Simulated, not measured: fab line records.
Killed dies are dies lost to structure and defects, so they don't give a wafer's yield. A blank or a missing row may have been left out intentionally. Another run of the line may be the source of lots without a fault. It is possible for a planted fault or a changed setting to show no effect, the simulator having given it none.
Lot-split experiment ; flow berkeley cmos170 ; on a route of 331 steps: 5 lots, 23 wafers read

## THE SPLIT ITSELF
At UCB170_ACTIVE_PEB_11, the setting peb temp c was moved away from the recipe's 130 C on 5 of the 23 wafers read, by -1.1% to +1.2%. All remaining wafers had this setting at the recipe value.

## FROM THE SPLIT TO THE READING: what the file shows between them, 4 steps
- UCB170_ACTIVE_DEVELOP_12: develop time 45 s
- UCB170_ACTIVE_CD_MEAS_13: target cd 1200 nm
- UCB170_ACTIVE_ETCH_15: etches Si3N4 in CH3F/Ar/O2, stops on SiO2, target depth 242 nm, time 151 s
- UCB170_ACTIVE_STRIP_16: strips in O2

## THE READING
Shown in nm: cd nm at UCB170_ACTIVE_CD_MEAS_90, with target cd 1200 nm. Fault-free wafers of this fab line usually give 1199.2 nm, standard deviation 1.3 nm.

wafer;tool, chamber at the split;peb temp c as run, C;against the recipe;cd nm, nm;against lot-mates on the recipe
L074.3;litho track-03, 0;130;recipe;1199.3;-
L074.4;litho track-03, 0;130;recipe;1197.4;-
L074.5;litho track-03, 0;130;recipe;1198.2;-
L077.2;litho track-03, 0;130;recipe;1201.6;-
L077.3;litho track-03, 0;130;recipe;1199.0;-
L077.4;litho track-03, 0;130;recipe;1200.6;-
L077.5;litho track-03, 0;130;recipe;1199.3;-
L077.6;litho track-03, 0;130;recipe;1201.2;-
L081.1;litho track-04, 0;130;recipe;1196.8;-
L081.2;litho track-04, 0;130;recipe;1201.1;-
L081.3;litho track-04, 0;130;recipe;1198.7;-
L081.4;litho track-04, 0;130;recipe;1199.6;-
L081.6;litho track-04, 0;130;recipe;1197.9;-
L082.1;litho track-03, 0;128.6;-1.1%;1209.0;+10.8
L082.2;litho track-03, 0;130;recipe;1198.0;-
L082.3;litho track-03, 0;130;recipe;1198.4;-
L082.4;litho track-03, 0;128.6;-1.1%;1209.6;+11.4
L082.5;litho track-03, 0;128.6;-1.1%;1210.1;+11.9
L085.1;litho track-02, 0;130;recipe;1200.7;-
L085.2;litho track-02, 0;130;recipe;1199.3;-
L085.3;litho track-02, 0;131.5;+1.2%;1189.8;-10.2
L085.4;litho track-02, 0;130;recipe;1199.9;-
L085.6;litho track-02, 0;131.5;+1.2%;1191.8;-8.2

FIT RESULTS
A straight line over all 23 wafers: cd nm changes by -8.56 nm for each +1% of peb temp c; r = -0.96; the points scatter about the line by 1.4 nm.
The same after taking each lot's own level away (the mean of its wafers on the recipe; 23 wafers): -9.38 nm for each +1%; r = -0.97; scatter 1.2 nm.
That fit puts the effect of the largest move of peb temp c on the reading at 11 nm.
Across the lots, their own levels run from 1198.20 to 1200.34 nm, a range of 1.6 times the standard deviation given above.
The two slopes are in agreement: the lot-to-lot level therefore moves the slope only a little.
Check: for one of the wafers moved furthest among these (+1.2%), held out of the fit, the line's prediction against its lot-mates is -10.6 nm. It came out at -10.2 nm against them.

## THESE WAFERS: OTHER SPLITS
Other splits were also applied to these wafers ahead of the reading. Each is held against what the fit with the lots' levels taken away leaves over:
other split on the same wafers;wafers away from the commonest value;r with cd nm (lot level and that fit taken away)
UCB170_PWELL_CVD_05 sih2cl2 flow sccm;18;-0.23

## THE WHOLE CHAIN: every reading that the file lists as answering this split, in the file's order
step;what it does;reading;change (the file's fit);r (the file's)
UCB170_ACTIVE_CD_MEAS_13;target cd 1200 nm;cd nm;-8.93 nm for each +1% of the setting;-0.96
UCB170_ACTIVE_ETCH_15;etches Si3N4 in CH3F/Ar/O2, stops on SiO2, target depth 242 nm, time 151 s;ACTIVE.cd nm (the simulator's own value, which no gauge read);-8.98 nm for each +1% of the setting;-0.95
UCB170_ACTIVE_CD_MEAS_90;target cd 1200 nm;cd nm;-9.15 nm for each +1% of the setting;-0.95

## THE FILE'S OWN FIT
cd nm changes by -9.15 nm for each +1% of peb temp c, r = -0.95.
